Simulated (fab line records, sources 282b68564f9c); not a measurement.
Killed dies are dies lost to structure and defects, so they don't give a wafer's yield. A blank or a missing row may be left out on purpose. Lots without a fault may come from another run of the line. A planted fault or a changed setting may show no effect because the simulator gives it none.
fab line records | flow rit_cmos
record lots=7 wafers=21 last_day=7
route steps=202 shown GATE@89 REOX@98 NLDD@103 PLDD@114 SPACER@125 M1@202
lots that met no fault: from a run of the same line without faults
start_h: hours from the record's first day to the start of the lot's first wafer shown | wait_h: hours since the lot's step before | " the same as in the row above | L1.1+2: a row that stands for several wafers | - no value, or no start given | * or withheld: withheld | < > ~ a bound
route shown NAME@n: a module of which the file shows steps, and the number in the route of the first | usual: mean/standard deviation of fault-free wafers | same: alike in all rows | chamber/n: place in a boat | sites: the reading at each site | _std_site: their standard deviation | _edge_site: outer sites' mean less inner sites' | radius_mm: how far each site lies from the wafer's centre | mask NAME#n: copy n | behind: the tool/chamber that last shaped the wafer | hold: why the lot was held/for how many hours/how that ended | device: the transistor (n, p or np) that didn't switch | end of line: the same wafers' tests at the end of the route | a step without rows: its recipe alone | killed: dies lost to structure and defects at the first sort, not the wafer's yield | map: a wafer's dies, x killed, . not, _ none there
set.NAME: the setting as run; set.NAME@STEP: as run at that earlier step | model.NAME: the simulator's own value behind a step, which no gauge read
lots at some steps of the route; a table a step, a row a wafer
services: from which hour (start_h, from the record's first day; less than 0 if before it) a tool's chamber was out of use, for how many hours, and why
## steps
# step RIT_GATE_EXPOSE_13
# recipe mask_id=M6 na=0.6 source_shape=conventional sigma_outer=0.6 target_cd_nm=150 dose_mj=380
# step RIT_GATE_PEB_14
# recipe resist=NOVOLAK temp_c=withheld time_s=withheld
# step RIT_GATE_DEVELOP_15
# recipe resist=NOVOLAK develop_time_s=50 dev_temp_c=23
# step RIT_GATE_CD_MEAS_16
# recipe target_cd_nm=150
# usual cd_nm=150.0/2.2
# columns lot.wafer tool chamber start_h wait_h cd_nm
L154.1 cd_sem-01 - 60.29 - 151.0
L154.2 " - " " 152.5
L154.3 " - " " 149.7
L156.1 cd_sem-01 - 75.18 - 149.8
L156.2 " - " " 151.4
L156.5 " - " " 150.6
L157.1 cd_sem-01 - 80.43 - 148.6
L157.3 " - " " 147.5
L157.4 " - " " 147.2
L158.4 cd_sem-02 - 83.83 - 153.7
L158.5 " - " " 154.4
L158.6 " - " " 153.3
L159.1 cd_sem-01 - 84.36 - 151.0
L159.4 " - " " 152.5
L159.5 " - " " 153.2
L167.1 cd_sem-02 - 120.31 - 153.6
L167.2 " - " " 150.7
L167.3 " - " " 151.4
L171.1 cd_sem-02 - 140.08 - 148.6
L171.2 " - " " 149.6
L171.3 " - " " 149.0
# step RIT_GATE_OVL_MEAS_17
# usual GATE_OVL=-0.7/1.4
# columns lot.wafer tool chamber start_h wait_h GATE_OVL[nm]
L154.1 overlay-02 - 60.41 0.1 0.8
L154.2 " - " " 2.2
L154.3 " - " " 2.9
L156.1 overlay-01 - 75.30 0.1 -2.7
L156.2 " - " " -2.5
L156.5 " - " " -0.8
L157.1 overlay-02 - 80.55 0.1 -0.4
L157.3 " - " " -0.2
L157.4 " - " " -2.0
L158.4 overlay-01 - 83.91 0.1 -1.6
L158.5 " - " " -1.7
L158.6 " - " " -2.5
L159.1 overlay-02 - 84.48 0.1 -0.4
L159.4 " - " " 0.6
L159.5 " - " " -0.2
L167.1 overlay-01 - 120.43 0.1 -3.9
L167.2 " - " " -0.4
L167.3 " - " " -1.4
L171.1 overlay-02 - 140.20 0.1 0.3
L171.2 " - " " 1.8
L171.3 " - " " -0.3
# step RIT_GATE_HARDBAKE_18
# recipe resist=NOVOLAK temp_c=140 time_s=60
# step RIT_GATE_ETCH_19
# recipe chemistry=SF6/CHF3/O2 time_s=165 SF6_flow_sccm=30 CHF3_flow_sccm=30 O2_flow_sccm=5 target=poly-Si pressure_mtorr=40 rf_w=160 target_depth_a=3125 over_etch_frac=0.25 stop_on=SiO2
# usual drypump_motor_current_A=5.6/0.34 oes_product_au=0.847/0.013 rf_fwd_power_W=159.2/0.52 throttle_valve_pct=10.26/0.16
# same time_s=165
# columns lot.wafer tool chamber start_h wait_h drypump_motor_current_A oes_product_au rf_fwd_power_W rf_hours_counter_h throttle_valve_pct
L154.1 rie_si-02 2 60.59 0.1 6.0 0.847 159.4 36 10.28
L154.2 " 1 " " 5.2 0.839 159.2 7 10.20
L154.3 " 3 " " 6.0 0.857 159.6 110 10.51
L156.1 rie_si-02 2 75.48 0.1 6.0 0.843 158.8 36 10.27
L156.2 " 0 " " 5.0 0.862 160.0 44 10.44
L156.5 " 0 " " 5.0 0.862 159.7 - 10.42
L157.1 rie_si-01 3 80.73 0.1 5.4 0.838 158.4 47 10.09
L157.3 " 2 " " 5.8 0.857 160.4 103 10.30
L157.4 " 0 " " 5.7 0.827 158.8 0 10.01
L158.4 rie_si-02 3 84.08 0.1 6.1 0.854 159.5 111 10.52
L158.5 " 2 " " 6.0 0.846 158.4 - 10.27
L158.6 " 3 " " 6.0 0.852 158.7 - 10.51
L159.1 rie_si-01 0 84.70 0.1 5.7 0.831 158.6 0 10.00
L159.4 " 1 " " 5.5 0.860 159.6 20 10.32
L159.5 " 2 " " 5.8 0.875 159.6 - 10.30
L167.1 rie_si-01 1 120.62 0.1 5.6 0.854 160.1 21 10.31
L167.2 " 2 " " 5.8 0.865 159.1 104 10.30
L167.3 " 3 " " 5.4 0.838 158.1 48 10.10
L171.1 rie_si-01 0 140.39 0.1 5.7 0.825 159.2 1 10.00
L171.2 " 1 " " 5.6 0.870 158.7 21 10.32
L171.3 " 3 " " 5.4 0.842 158.3 48 10.09
# step RIT_GATE_STRIP_20
# recipe chemistry=O2 time_s=180 resist=NOVOLAK platen_temp_c=withheld power_w=500 pressure_mtorr=4000 o2_flow_sccm=4000
# usual drypump_motor_current_A=5.73/0.28
# same time_s=180
# columns lot.wafer tool chamber start_h wait_h drypump_motor_current_A rf_hours_counter_h
L154.1 plasma_asher-03 1 60.70 0.1 5.76 41
L154.2 " 0 " " 5.43 41
L154.3 " 0 " " 5.40 -
L156.1 plasma_asher-01 1 75.59 0.1 6.08 40
L156.2 " 0 " " 5.73 40
L156.5 " 0 " " 5.72 -
L157.1 plasma_asher-01 1 80.84 0.1 6.10 41
L157.3 " 0 " " 5.74 -
L157.4 " 1 " " 6.07 -
L158.4 plasma_asher-01 1 84.25 0.1 6.06 -
L158.5 " 1 " " 6.07 -
L158.6 " 0 " " 5.73 -
L159.1 plasma_asher-04 0 84.81 0.1 5.19 45
L159.4 " 0 " " 5.20 -
L159.5 " 0 " " 5.17 -
L167.1 plasma_asher-04 0 120.73 0.1 5.25 49
L167.2 " 1 " " 5.77 49
L167.3 " 1 " " 5.78 -
L171.1 plasma_asher-01 0 140.50 0.1 5.75 49
L171.2 " 1 " " 6.06 49
L171.3 " 0 " " 5.75 -
# step RIT_GATE_CD_MEAS_90
# recipe target_cd_nm=150
# usual cd_nm=150.0/2.2
# columns lot.wafer tool chamber start_h wait_h cd_nm
L154.1 cd_sem-01 - 60.88 0.1 151.6
L154.2 " - " " 153.0
L154.3 " - " " 149.6
L156.1 cd_sem-02 - 75.77 0.1 149.8
L156.2 " - " " 151.5
L156.5 " - " " 150.8
L157.1 cd_sem-02 - 81.02 0.1 148.8
L157.3 " - " " 147.3
L157.4 " - " " 147.1
L158.4 cd_sem-02 - 84.42 0.1 154.1
L158.5 " - " " 154.5
L158.6 " - " " 153.1
L159.1 cd_sem-01 - 84.98 0.1 150.8
L159.4 " - " " 152.5
L159.5 " - " " 153.1
L167.1 cd_sem-02 - 120.90 0.1 154.1
L167.2 " - " " 151.0
L167.3 " - " " 151.3
L171.1 cd_sem-02 - 140.71 0.2 148.7
L171.2 " - " " 149.4
L171.3 " - " " 148.9
# step RIT_REOX_CLEAN_00
# recipe chemistry=SC1 mix=3:3:50 time_s=600 temp_c=75
# step RIT_REOX_CLEAN_01
# recipe chemistry=dHF dilution=50:1 time_s=30
# step RIT_REOX_CLEAN_02
# recipe chemistry=SC2 mix=3:3:50 time_s=600 temp_c=75 dry=n2_spin
# step RIT_REOX_OXIDATION_03
# recipe temp_c=900 ambient=O2 target_thk_a=252 ox_time_s=5580
# usual spike_tc_centre_C=903.4/1.2 spike_tc_load_C=925.3/1.6 spike_tc_source_C=922.3/2.5 tube_center_temp_C=900.01/0.08 tube_center_temp_C_max=902.3/0.38
# same ox_time_s=5580
# columns lot.wafer tool chamber start_h wait_h spike_tc_centre_C spike_tc_load_C spike_tc_source_C tube_center_temp_C tube_center_temp_C_max model.SiO2_of_REOX_OXIDATION_03.thk_nm
L154.1 furnace-01 0 63.55 2.2 903.2 924.1 924.0 900.04 902.5 25.28
L154.2 " 0 " " 901.9 923.6 923.1 899.83 902.1 25.74
L154.3 " 0 " " 902.7 924.2 922.4 899.91 901.6 25.65
L156.1 furnace-03 0 78.85 2.6 904.5 925.9 921.4 899.99 902.8 25.85
L156.2 " 0 " " 901.9 927.8 917.9 900.05 902.4 26.05
L156.5 " 0 " " 903.8 926.2 918.8 900 902.3 25.12
L157.1 furnace-03 0 81.65 0.1 878.6 901.3 895.0 875.02 877.1 19.93
L157.3 " 0 " " 878.4 901.1 892.4 874.87 876.7 19.75
L157.4 " 0 " " 877.1 901.1 894.7 875.06 878.1 20.19
L158.4 furnace-03 0 85.52 0.6 875.9 901.1 891.9 875.08 877.2 20.17
L158.5 " 0 " " 876.8 902.1 892.3 874.89 876.7 19.9
L158.6 " 0 " " 876.0 901.9 893.2 874.98 877.0 19.99
L159.1 furnace-03 0 85.52 0.0 877.8 903.2 894.2 875.03 877.4 19.08
L159.4 " 0 " " 877.8 903.0 893.7 875.01 877.3 19.32
L159.5 " 0 " " 878.5 900.5 894.5 875.14 877.3 18.85
L167.1 furnace-04 0 122.57 1.1 905.3 926.7 925.5 899.97 901.7 24.6
L167.2 " 0 " " 904.4 925.6 924.5 900.01 902.3 24.63
L167.3 " 0 " " 903.4 924.5 923.8 899.88 902.2 24.49
L171.1 furnace-04 0 141.20 0.0 904.7 925.0 925.3 899.97 902.0 25.1
L171.2 " 0 " " 905.0 926.6 924.2 899.86 902.1 25.15
L171.3 " 0 " " 903.0 924.2 924.7 899.91 901.5 25.35
# step RIT_REOX_THK_MEAS_04
# recipe reads=SiO2_of_REOX_OXIDATION_03
# usual REOX_OXIDE_THK=25.3/0.53
# columns lot.wafer tool chamber start_h wait_h REOX_OXIDE_THK[nm]
L154.1 film_metro-03 - 66.09 0.0 25.3
L154.2 " - " " 25.7
L154.3 " - " " 25.6
L156.1 film_metro-03 - 81.40 0.0 25.8
L156.2 " - " " 26.0
L156.5 " - " " 25.1
L157.1 film_metro-01 - 84.20 0.0 19.9
L157.3 " - " " 19.7
L157.4 " - " " 20.1
L159.1 film_metro-03 - 88.07 0.0 19.1
L159.4 " - " " 19.3
L159.5 " - " " 18.9
L158.4 film_metro-01 - 88.10 0.0 20.2
L158.5 " - " " 19.9
L158.6 " - " " 20.0
L167.1 film_metro-04 - 125.12 0.0 24.6
L167.2 " - " " 24.6
L167.3 " - " " 24.5
L171.1 film_metro-03 - 143.75 0.0 25.2
L171.2 " - " " 25.2
L171.3 " - " " 25.4
# step RIT_NLDD_HMDS_00
# recipe prime_time_s=60 prime_temp_c=140
# step RIT_NLDD_COAT_01
# recipe resist=NOVOLAK spin_rpm=3250 resist_thk_nm=1000
# step RIT_NLDD_SOFTBAKE_02
# recipe resist=NOVOLAK temp_c=90 time_s=60
# step RIT_NLDD_EXPOSE_03
# recipe mask_id=M7 na=0.57 target_cd_nm=40700 dose_mj=250
# step RIT_NLDD_PEB_04
# recipe resist=NOVOLAK temp_c=withheld time_s=withheld
# step RIT_NLDD_DEVELOP_05
# recipe resist=NOVOLAK develop_time_s=50 dev_temp_c=23
# step RIT_NLDD_OVL_MEAS_06
# usual NLDD_OVL=-0.5/1.5
# columns lot.wafer tool chamber start_h wait_h NLDD_OVL[nm]
L154.1 overlay-02 - 67.13 - -0.3
L154.2 " - " " -2.4
L154.3 " - " " 0.5
L156.1 overlay-02 - 82.47 - 1.0
L156.2 " - " " 0.8
L156.5 " - " " 0.1
L157.1 overlay-01 - 85.11 - -3.5
L157.3 " - " " -1.3
L157.4 " - " " -2.3
L158.4 overlay-02 - 89.00 - -0.1
L158.5 " - " " -2.6
L158.6 " - " " -1.0
L159.1 overlay-01 - 89.22 - -0.6
L159.4 " - " " 0.2
L159.5 " - " " -1.0
L167.1 overlay-01 - 126.36 - 0.0
L167.2 " - " " 1.7
L167.3 " - " " 0.7
L171.1 overlay-02 - 144.78 - 0.8
L171.2 " - " " 1.1
L171.3 " - " " 1.9
# step RIT_NLDD_HARDBAKE_07
# recipe resist=NOVOLAK temp_c=140 time_s=60
# step RIT_NLDD_IMPLANT_08
# recipe species=P energy_kev=20 dose_cm2=5e+14 tilt_deg=7
# step RIT_NLDD_STRIP_09
# recipe chemistry=O2 time_s=180 resist=NOVOLAK platen_temp_c=withheld power_w=500 pressure_mtorr=4000 o2_flow_sccm=4000
# usual drypump_motor_current_A=5.66/0.26
# same time_s=180
# columns lot.wafer tool chamber start_h wait_h drypump_motor_current_A rf_hours_counter_h
L154.1 plasma_asher-04 0 67.47 0.1 5.25 43
L154.2 " 1 " " 5.80 43
L154.3 " 0 " " 5.27 -
L156.1 plasma_asher-04 0 82.80 0.1 5.22 45
L156.2 " 1 " " 5.79 45
L156.5 " 1 " " 5.78 -
L157.1 plasma_asher-02 0 85.45 0.1 5.79 28
L157.3 " 0 " " 5.78 -
L157.4 " 1 " " 6.03 -
L158.4 plasma_asher-02 0 89.37 0.1 5.78 -
L158.5 " 0 " " 5.77 -
L158.6 " 1 " " 6.00 -
L159.1 plasma_asher-03 1 89.56 0.1 5.72 44
L159.4 " 0 " " 5.37 -
L159.5 " 1 " " 5.72 -
L167.1 plasma_asher-03 1 126.70 0.1 5.73 1
L167.2 " 0 " " 5.39 1
L167.3 " 0 " " 5.37 -
L171.1 plasma_asher-03 1 145.12 0.1 5.72 3
L171.2 " 0 " " 5.40 3
L171.3 " 1 " " 5.77 -
# step RIT_NLDD_TW_MEAS_10
# usual NLDD_TW=2480/15
# columns lot.wafer tool chamber start_h wait_h NLDD_TW
L154.1 film_metro-01 - 67.64 0.1 2467
L154.2 " - " " 2456
L154.3 " - " " 2455
L156.1 film_metro-01 - 82.98 0.1 2457
L156.2 " - " " 2475
L156.5 " - " " 2458
L157.1 film_metro-02 - 85.62 0.1 2488
L157.3 " - " " 2474
L157.4 " - " " 2494
L158.4 film_metro-03 - 89.52 0.1 2509
L158.5 " - " " 2497
L158.6 " - " " 2503
L159.1 film_metro-01 - 89.73 0.1 2460
L159.4 " - " " 2459
L159.5 " - " " 2455
L167.1 film_metro-03 - 126.87 0.1 2499
L167.2 " - " " 2505
L167.3 " - " " 2499
L171.1 film_metro-01 - 145.29 0.1 2478
L171.2 " - " " 2480
L171.3 " - " " 2478
# step RIT_PLDD_HMDS_00
# recipe prime_time_s=60 prime_temp_c=140
# step RIT_PLDD_COAT_01
# recipe resist=NOVOLAK spin_rpm=3250 resist_thk_nm=1000
# step RIT_PLDD_SOFTBAKE_02
# recipe resist=NOVOLAK temp_c=90 time_s=60
# step RIT_PLDD_EXPOSE_03
# recipe mask_id=M8 na=0.57 target_cd_nm=40900 dose_mj=250
# step RIT_PLDD_PEB_04
# recipe resist=NOVOLAK temp_c=withheld time_s=withheld
# step RIT_PLDD_DEVELOP_05
# recipe resist=NOVOLAK develop_time_s=50 dev_temp_c=23
# step RIT_PLDD_OVL_MEAS_06
# usual PLDD_OVL=0.3/1.5
# columns lot.wafer tool chamber start_h wait_h PLDD_OVL[nm]
L154.1 overlay-02 - 68.75 - -0.8
L154.2 " - " " 0.1
L154.3 " - " " -0.3
L156.1 overlay-02 - 83.89 - -1.4
L156.2 " - " " -0.5
L156.5 " - " " 0.6
L157.1 overlay-01 - 86.53 - -2.9
L157.3 " - " " -3.8
L157.4 " - " " -1.6
L158.4 overlay-01 - 90.42 - -1.7
L158.5 " - " " -0.5
L158.6 " - " " -3.1
L159.1 overlay-01 - 90.90 - -1.2
L159.4 " - " " -1.4
L159.5 " - " " -1.1
L167.1 overlay-01 - 127.78 - -0.5
L167.2 " - " " 0.7
L167.3 " - " " -0.6
L171.1 overlay-02 - 146.20 - 1.4
L171.2 " - " " 2.6
L171.3 " - " " 3.0
# step RIT_PLDD_HARDBAKE_07
# recipe resist=NOVOLAK temp_c=140 time_s=60
# step RIT_PLDD_IMPLANT_08
# recipe species=BF2 energy_kev=20 dose_cm2=9e+14 tilt_deg=7
# step RIT_PLDD_STRIP_09
# recipe chemistry=O2 time_s=180 resist=NOVOLAK platen_temp_c=withheld power_w=500 pressure_mtorr=4000 o2_flow_sccm=4000
# usual drypump_motor_current_A=5.72/0.29
# same time_s=180
# columns lot.wafer tool chamber start_h wait_h drypump_motor_current_A rf_hours_counter_h
L154.1 plasma_asher-04 0 69.09 0.1 5.24 43
L154.2 " 1 " " 5.81 43
L154.3 " 0 " " 5.23 -
L156.1 plasma_asher-04 1 84.23 0.1 5.81 45
L156.2 " 0 " " 5.22 45
L156.5 " 1 " " 5.82 -
L157.1 plasma_asher-04 1 86.87 0.1 5.79 45
L157.3 " 0 " " 5.21 -
L157.4 " 1 " " 5.79 -
L158.4 plasma_asher-04 0 90.81 0.1 5.20 -
L158.5 " 1 " " 5.78 -
L158.6 " 0 " " 5.22 -
L159.1 plasma_asher-02 1 91.24 0.1 6.02 29
L159.4 " 0 " " 5.80 -
L159.5 " 0 " " 5.77 -
L167.1 plasma_asher-01 0 128.12 0.1 5.72 47
L167.2 " 1 " " 6.05 47
L167.3 " 1 " " 6.05 -
L171.1 plasma_asher-02 1 146.54 0.1 6.00 36
L171.2 " 0 " " 5.76 36
L171.3 " 0 " " 5.77 -
# step RIT_PLDD_TW_MEAS_10
# usual PLDD_TW=2344/13
# columns lot.wafer tool chamber start_h wait_h PLDD_TW
L154.1 film_metro-03 - 69.26 0.1 2337
L154.2 " - " " 2343
L154.3 " - " " 2339
L156.1 film_metro-03 - 84.40 0.1 2344
L156.2 " - " " 2362
L156.5 " - " " 2355
L157.1 film_metro-03 - 87.05 0.1 2350
L157.3 " - " " 2356
L157.4 " - " " 2354
L158.4 film_metro-03 - 90.95 0.1 2360
L158.5 " - " " 2341
L158.6 " - " " 2350
L159.1 film_metro-02 - 91.42 0.1 2336
L159.4 " - " " 2347
L159.5 " - " " 2350
L167.1 film_metro-03 - 128.29 0.1 2351
L167.2 " - " " 2360
L167.3 " - " " 2359
L171.1 film_metro-02 - 146.71 0.1 2350
L171.2 " - " " 2339
L171.3 " - " " 2342
# step RIT_SPACER_CLEAN_00
# recipe chemistry=SC1 mix=3:3:50 time_s=600 temp_c=75
# same time_s=600
# columns lot.wafer tool chamber start_h wait_h model.SiO2_of_REOX_OXIDATION_03.thk_nm
L154.1 wet_bench-03 3 69.32 0.1 23.34
L154.2 " 3 " " 23.77
L154.3 " 3 " " 23.69
L156.1 wet_bench-02 3 84.46 0.1 23.85
L156.2 " 3 " " 24.05
L156.5 " 3 " " 23.19
L157.1 wet_bench-03 2 87.11 0.1 18.4
L157.3 " 2 " " 18.24
L157.4 " 2 " " 18.65
L158.4 wet_bench-02 3 90.98 0.0 18.62
L158.5 " 3 " " 18.39
L158.6 " 3 " " 18.45
L159.1 wet_bench-02 3 91.48 0.1 17.59
L159.4 " 3 " " 17.82
L159.5 " 3 " " 17.4
L167.1 wet_bench-04 3 128.35 0.1 22.7
L167.2 " 3 " " 22.72
L167.3 " 3 " " 22.59
L171.1 wet_bench-04 1 146.77 0.1 23.2
L171.2 " 1 " " 23.22
L171.3 " 1 " " 23.43
# step RIT_SPACER_CLEAN_01
# recipe chemistry=dHF dilution=50:1 time_s=30
# step RIT_M1_PROBE_99
# usual killed_at_contacts=0.1/0.37 killed_at_front_end=6.9/2.9 killed_dies=7.1/2.9 killed_on_rim=1.9/1.4 killed_open=3.3/1.8 killed_short=3.6/2.2
# same gross_dies=264 killed_at_M0_to_M3=0 killed_at_M4_up=0 killed_at_back_side=0 killed_at_other=0
# columns lot.wafer tool chamber start_h wait_h killed_at_contacts killed_at_front_end killed_dies killed_on_rim killed_open killed_short model.etest.pmos_turned.r_on_ohm_um model.etest.pmos_0p3.r_on_ohm_um model.etest.pmos_0p15.r_on_ohm_um model.etest.pldd.rs_ohm_sq model.etest.nmos_0p15.r_on_ohm_um model.etest.nmos_0p3.r_on_ohm_um model.etest.nldd.rs_ohm_sq model.etest.nmos_turned.drive_ua_um
L154.1 prober-02 - 82.95 0.1 0 7 7 4 2 5 3586 6338 2882 539.9 1140 2138 364.2 336.7
L154.2 prober-02 - 83.00 0.1 0 15 15 4 10 5 3669 6372 2912 560.7 1143 2121 373 326.4
L154.3 prober-02 - 83.05 0.2 0 3 3 1 1 2 3576 6417 2854 561.9 1109 2128 375.1 332.7
L156.1 prober-02 - 98.65 0.1 0 5 5 1 2 3 3612 6422 2866 572.2 1117 2157 388.7 311.1
L156.2 prober-02 - 98.70 0.1 0 8 8 5 3 5 3856 6752 3026 591.1 1153 2252 397.1 290.9
L156.5 prober-02 - 98.85 0.2 0 2 2 1 1 1 3641 6638 2927 530.3 1157 2248 375.9 318.6
L157.1 prober-01 - 101.40 0.1 1 6 7 2 2 4 2938 6045 2456 340.2 1057 2099 295.4 399.2
L157.3 prober-01 - 101.50 0.2 0 9 9 3 8 1 2853 5931 2366 336.5 1014 2078 296.6 406.6
L157.4 prober-01 - 101.55 0.2 0 7 7 1 4 3 2877 6007 2421 347 1054 2088 299.9 404.6
L158.4 prober-02 - 104.91 0.2 1 11 12 5 2 10 3034 6064 2568 340.4 1098 2116 306.1 384.8
L158.5 prober-02 - 104.96 0.2 0 9 9 4 7 2 2986 5938 2530 333.8 1088 2063 303.3 383.5
L158.6 prober-02 - 105.01 0.2 1 8 9 3 6 3 2946 5925 2482 335.7 1045 2080 305.5 389.9
L159.1 prober-01 - 106.96 0.1 0 4 4 0 3 1 2869 6000 2402 313.5 1028 2104 290.9 397.3
L159.4 prober-01 - 107.11 0.2 0 7 7 2 4 3 2880 5961 2442 313.8 1052 2094 293.4 393.8
L159.5 prober-01 - 107.16 0.2 1 12 13 3 7 6 2888 5834 2452 308.8 1070 2082 289.2 398.7
L167.1 prober-01 - 142.69 0.1 0 3 3 0 2 1 3335 6135 2733 461 1144 2117 367.6 339.4
L167.2 prober-01 - 142.74 0.1 0 8 8 4 5 3 3245 6101 2657 467 1121 2118 369.8 339.9
L167.3 prober-01 - 142.79 0.2 0 6 6 3 3 3 3298 6133 2710 458 1133 2145 366.2 340.1
L171.1 prober-01 - 160.18 0.1 0 9 9 1 2 7 3283 5958 2644 482.2 1132 2104 384.9 338.9
L171.2 prober-01 - 160.23 0.1 0 9 9 2 3 6 3300 6054 2660 479 1111 2100 382.7 329.2
L171.3 prober-01 - 160.28 0.2 0 3 3 0 2 1 3297 5979 2660 493.5 1132 2112 388.1 329.5
# killed by level:class
L154.1 FOX1:geometric_particle:short=3 FOX1:geometric_particle:open=2 GATE:geometric_particle:short=1 REOX:geometric_particle:short=1
L154.2 FOX1:geometric_particle:short=4 GATE:geometric_particle:open=4 FOX1:geometric_particle:open=2 REOX:geometric_particle:open=2 FOX2:geometric_particle:open=1 GATE:geometric_particle:short=1 SPACER:geometric_particle:open=1
L154.3 FOX1:geometric_particle:short=1 FOX1:geometric_particle:open=1 GATE:geometric_particle:short=1
L156.1 GATE:geometric_particle:open=2 GATE:geometric_particle:short=2 FOX1:geometric_particle:short=1
L156.2 GATE:geometric_particle:short=3 GATE:geometric_particle:open=2 FOX1:geometric_particle:short=1 FOX2:geometric_particle:short=1 FOX2:geometric_particle:open=1
L156.5 GATE:geometric_particle:open=1 GATE:geometric_particle:short=1
L157.1 FOX1:geometric_particle:short=2 FOX1:geometric_particle:open=1 GATE:geometric_particle:open=1 SPACER:geometric_particle:short=1 CONTACT:geometric_particle:short=1 PRETRO:coat_microbubble_printed=1
L157.3 GATE:geometric_particle:open=4 SPACER:geometric_particle:open=2 FOX1:geometric_particle:open=1 FOX2:geometric_particle:short=1 FOX2:geometric_particle:open=1
L157.4 GATE:geometric_particle:open=3 GATE:geometric_particle:short=2 REOX:geometric_particle:open=1 SILICIDE:geometric_particle:short=1
L158.4 GATE:geometric_particle:short=3 FOX1:geometric_particle:short=2 SPACER:geometric_particle:short=2 FOX1:geometric_particle:open=1 FOX2:geometric_particle:short=1 FOX2:geometric_particle:open=1 SILICIDE:geometric_particle:short=1 CONTACT:geometric_particle:short=1
L158.5 SPACER:geometric_particle:open=3 GATE:geometric_particle:open=2 SILICIDE:geometric_particle:open=2 REOX:geometric_particle:short=1 SILICIDE:geometric_particle:short=1
L158.6 FOX2:geometric_particle:open=2 FOX1:geometric_particle:open=1 GATE:geometric_particle:open=1 REOX:geometric_particle:open=1 SPACER:geometric_particle:short=1 SILICIDE:geometric_particle:open=1 SILICIDE:geometric_particle:short=1 CONTACT:geometric_particle:short=1
L159.1 GATE:geometric_particle:open=2 GATE:geometric_particle:short=1 SILICIDE:geometric_particle:open=1
L159.4 SPACER:geometric_particle:short=2 ACTIVE:geometric_particle:short=1 FOX1:geometric_particle:open=1 GATE:geometric_particle:open=1 REOX:geometric_particle:open=1 SPACER:geometric_particle:open=1
L159.5 GATE:geometric_particle:open=5 GATE:geometric_particle:short=4 SPACER:geometric_particle:short=1 SPACER:geometric_particle:open=1 SILICIDE:geometric_particle:short=1 CONTACT:geometric_particle:open=1
L167.1 FOX1:geometric_particle:short=1 FOX1:geometric_particle:open=1 SILICIDE:geometric_particle:open=1
L167.2 GATE:geometric_particle:open=4 SPACER:geometric_particle:short=2 REOX:geometric_particle:open=1 SILICIDE:geometric_particle:short=1
L167.3 GATE:geometric_particle:short=2 FOX1:geometric_particle:open=1 GATE:geometric_particle:open=1 REOX:geometric_particle:short=1 SPACER:geometric_particle:open=1
L171.1 FOX1:geometric_particle:short=2 SPACER:geometric_particle:short=2 GATE:geometric_particle:short=1 REOX:geometric_particle:open=1 REOX:geometric_particle:short=1 SPACER:geometric_particle:open=1 STARTING-WAFER:geometric_particle:short=1
L171.2 FOX2:geometric_particle:short=3 REOX:geometric_particle:short=2 GATE:geometric_particle:short=1 GATE:geometric_particle:open=1 REOX:geometric_particle:open=1 SILICIDE:geometric_particle:open=1
L171.3 FOX2:geometric_particle:open=1 GATE:geometric_particle:open=1 REOX:geometric_particle:short=1
## services
# columns tool chamber start_h hours kind
plasma_asher-02 - 58.08 9.8 repair
rie_si-01 0 59.94 - clean
rie_si-01 0 59.94 16.2 scheduled_down
rie_si-01 0 59.94 16.2 vent_cycle
furnace-03 - 65.29 9.2 pm
plasma_asher-02 - 67.84 9.9 pm
plasma_asher-04 - 94.35 2.1 repair
rie_si-01 3 100.28 9.3 repair
plasma_asher-04 - 100.74 0.8 repair
plasma_asher-03 - 108.75 9.0 pm
plasma_asher-03 0 108.75 9.0 vent_cycle
plasma_asher-03 1 108.75 9.0 vent_cycle
plasma_asher-03 0 117.75 - clean
plasma_asher-03 1 117.75 - clean
furnace-01 - 131.19 3.8 pm
furnace-04 - 143.75 3.4 pm
furnace-03 - 146.58 3.9 pm
## key
first_sign step=RIT_REOX_OXIDATION_03 reading=tube_center_temp_C direction=down sigmas=99+ usual=* struck=*
effect step=RIT_REOX_OXIDATION_03 reading=tube_center_temp_C_max direction=down sigmas=67 usual=* struck=*
effect step=RIT_REOX_THK_MEAS_04 reading=REOX_OXIDE_THK direction=down sigmas=11 usual=25.3 struck=19.7
model_effect step=RIT_REOX_OXIDATION_03 value=SiO2_of_REOX_OXIDATION_03.thk_nm without=25.46 struck=19.69
model_effect step=RIT_SPACER_CLEAN_00 value=SiO2_of_REOX_OXIDATION_03.thk_nm without=23.5 struck=18.17
model_effect step=RIT_M1_PROBE_99 value=etest.pmos_turned.r_on_ohm_um without=3545 struck=2919
met_at RIT_REOX_OXIDATION_03
struck_wafers L157.1,L157.3,L157.4,L158.4,L158.5,L158.6,L159.1,L159.4,L159.5
tester_left_out L157,L158,L159
fault kind=process_parameter_drift tool=furnace-03 chamber=- onset_h=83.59 steps=RIT_REOX_OXIDATION_03 channel=temp_c offset=* shape=step end_h=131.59 acts_in=* stated=*
# tester_left_out: of these lots the tester's yield and bins aren't shown, on N5 and GAA mostly nor the transistor test; their killed dies are dies lost to structure and defects alone, not to doping, threshold or leakage, so they don't give the yield
